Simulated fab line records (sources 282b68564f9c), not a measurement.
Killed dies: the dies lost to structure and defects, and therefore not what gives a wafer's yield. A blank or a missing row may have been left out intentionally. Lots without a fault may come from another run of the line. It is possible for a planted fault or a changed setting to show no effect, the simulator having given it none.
2 desks looking at one fault / flow rit cmos / every desk sees just its own numbers, and what lay behind them comes last

## THE METROLOGY DESK
Means of the sampled wafers that have a number, per lot and without regard to the tool the lot ran on: this is what the gauges read. If a lot's mean is further than 4 standard deviations from the usual mean, the lot is out of limits and carries the mark OUT (the distance appears in the brackets).
Columns: A = CONTACT_OVL at RIT_CONTACT_OVL_MEAS_09, usual 0.1 nm; B = cd nm at RIT_CONTACT_CD_MEAS_90, usual 999.8 nm; C = M1_AL_RS at RIT_M1_RS_MEAS_01, usual 0.0731 ohm/sq; D = M1_AL_THK at RIT_M1_THK_MEAS_02, usual 410 nm; E = cd nm at RIT_M1_CD_MEAS_09, usual 2600.1 nm
lot=L265; first seen here=day 6 09:18; A=0.3; B=1000.6; C=0.0729; D=411; E=2599.8
lot=L266; first seen here=day 6 15:52; A=-0.5; B=1000.7; C=0.0729; D=412; E=2599.9
lot=L268; first seen here=day 6 20:19; A=-0.6; B=996.7; C=0.0730; D=409; E=2601.9
lot=L270; first seen here=day 7 08:25; A=-1.1; B=998.0; C=0.0731; D=409; E=2601.0
lot=L269; first seen here=day 7 10:26; A=0.4; B=1001.3; C=0.0726; D=413; E=2597.1
lot=L274; first seen here=day 8 13:38; A=0.0; B=999.8; C=0.0730; D=412; E=2601.0
This desk found nothing out of limits on any of the 6 lots.

## AT THE TOOL OWNER'S DESK: litho track-03
At RIT_M1_SOFTBAKE_05 (time 60 s), the tool's own readings, given per lot that ran on this tool as the mean of the sampled wafers with a number. If a lot's mean is further than 4 standard deviations from the usual mean, the lot is out of limits and carries the mark OUT (the distance appears in the brackets).
Columns: A = heater power total W at RIT_M1_SOFTBAKE_05, usual 34.56 W; B = run length s at RIT_M1_SOFTBAKE_05, usual 89.14 s
lot=L266; first seen here=day 6 17:42; A=34.58; B=88.86
lot=L268; first seen here=day 6 22:07; A=38.06 (+73) OUT; B=71.75 (-60) OUT
lot=L270; first seen here=day 7 10:28; A=38.08 (+73) OUT; B=71.72 (-60) OUT
This desk's finding: out of limits on L268, L270; first on L268, day 6 22:07 (heater power total W at RIT_M1_SOFTBAKE_05). Within limits: L266.

## BROUGHT TOGETHER
An alarm could have come from the tool owner's desk at day 6 22:07, on L268, L270.
The metrology desk saw nothing out of limits.
The metrology desk holds a record of L268, L270, inside its limits.
The lots listed all ran RIT_M1_SOFTBAKE_05 on litho track-03.

## WHAT HAD BEEN PUT IN BY THE SIMULATOR
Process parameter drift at RIT_M1_SOFTBAKE_05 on litho track-03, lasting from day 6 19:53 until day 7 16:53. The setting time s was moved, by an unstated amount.
Lots struck among those shown: L268, L270.
How many hours passed from the start of the fault until each desk's first out-of-limits reading: the tool owner's desk, 2.
